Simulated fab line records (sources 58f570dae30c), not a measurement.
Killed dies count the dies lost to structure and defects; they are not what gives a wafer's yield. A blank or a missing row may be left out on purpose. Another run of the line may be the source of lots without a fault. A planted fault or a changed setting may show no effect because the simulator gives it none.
The same fault as seen by 2 desks | flow berkeley cmos170 | each desk holds nothing but its own numbers, with what lay behind them at the end

== AT THE METROLOGY DESK ==
Means of the sampled wafers that have a number, per lot and without regard to the tool the lot ran on: this is what the gauges read. Marked OUT: a lot whose mean sits more than 4 standard deviations from the usual mean, which makes it out of limits; the brackets give that distance.
Columns: A = SCREENOX_OXIDE_THK at UCB170_SCREENOX_THK_MEAS_02, usual 14.44 nm; B = SPACER_TEOS_THK at UCB170_SPACER_THK_MEAS_01, usual 378 nm
lot  | first seen here | A     | B
L654 | day 5 03:23     | 14.42 | 372
L657 | day 6 13:31     | 14.38 | 372
L658 | day 6 13:32     | 14.33 | 376
L660 | day 6 17:56     | 14.61 | 374
L661 | day 6 17:57     | 14.72 | 378
L662 | day 7 08:32     | 14.56 | 411 (+5.8) OUT
L666 | day 7 18:57     | 14.52 | 405 (+4.7) OUT
L669 | day 8 11:45     | 13.97 | 378
L674 | day 8 23:47     | 14.77 | 381
L670 | day 8 23:49     | 14.50 | 387
L671 | day 8 23:49     | 14.52 | 378
L672 | day 8 23:49     | 14.46 | 373
L676 | day 9 21:02     | 15.10 | 380
L677 | day 9 21:04     | 14.15 | 384
This desk finds L662, L666 out of limits, with the earliest case on L662 at day 8 09:40 (SPACER_TEOS_THK at UCB170_SPACER_THK_MEAS_01). L654, L657, L658, L660, L661, L669, L674, L670, L671, L672, L676, L677: within limits.

== FOR THE TOOL OWNER'S DESK: pecvd-02 ==
The tool's own readings at UCB170_SPACER_CVD_00 (deposits SiO2 from TEOS/O2, target thk 376 nm, time 47 s): means of the sampled wafers that have a number, for each lot that ran on this tool. Marked OUT: a lot whose mean sits more than 4 standard deviations from the usual mean, which makes it out of limits; the brackets give that distance.
Columns: A = heater power w at UCB170_SPACER_CVD_00, usual 269 W; B = pressure mtorr at UCB170_SPACER_CVD_00, usual 9000 mTorr
lot  | first seen here | A   | B
L654 | day 6 01:08     | 263 | 9005
L657 | day 7 17:31     | 222 | 9018
L661 | day 8 02:20     | 236 | 8981
L662 | day 8 09:37     | 232 | 8990
L666 | day 9 00:58     | 246 | 9019
Finding of this desk: none of the 5 lots has anything out of limits.

== TAKEN TOGETHER ==
An alarm was possible from the metrology desk at day 8 09:40, on L662, L666.
The desk of the tool owner found nothing out of limits.
Tool owner's desk: L662, L666 on record, inside its limits.
On pecvd-02, each named lot ran UCB170_SPACER_CVD_00.

== WHAT WAS PUT IN BY THE SIMULATOR ==
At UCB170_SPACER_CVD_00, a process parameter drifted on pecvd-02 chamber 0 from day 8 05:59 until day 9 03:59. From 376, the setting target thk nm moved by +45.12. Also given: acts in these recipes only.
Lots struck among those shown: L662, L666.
Delay in hours, fault start to first out-of-limits reading, per desk: metrology desk 4.
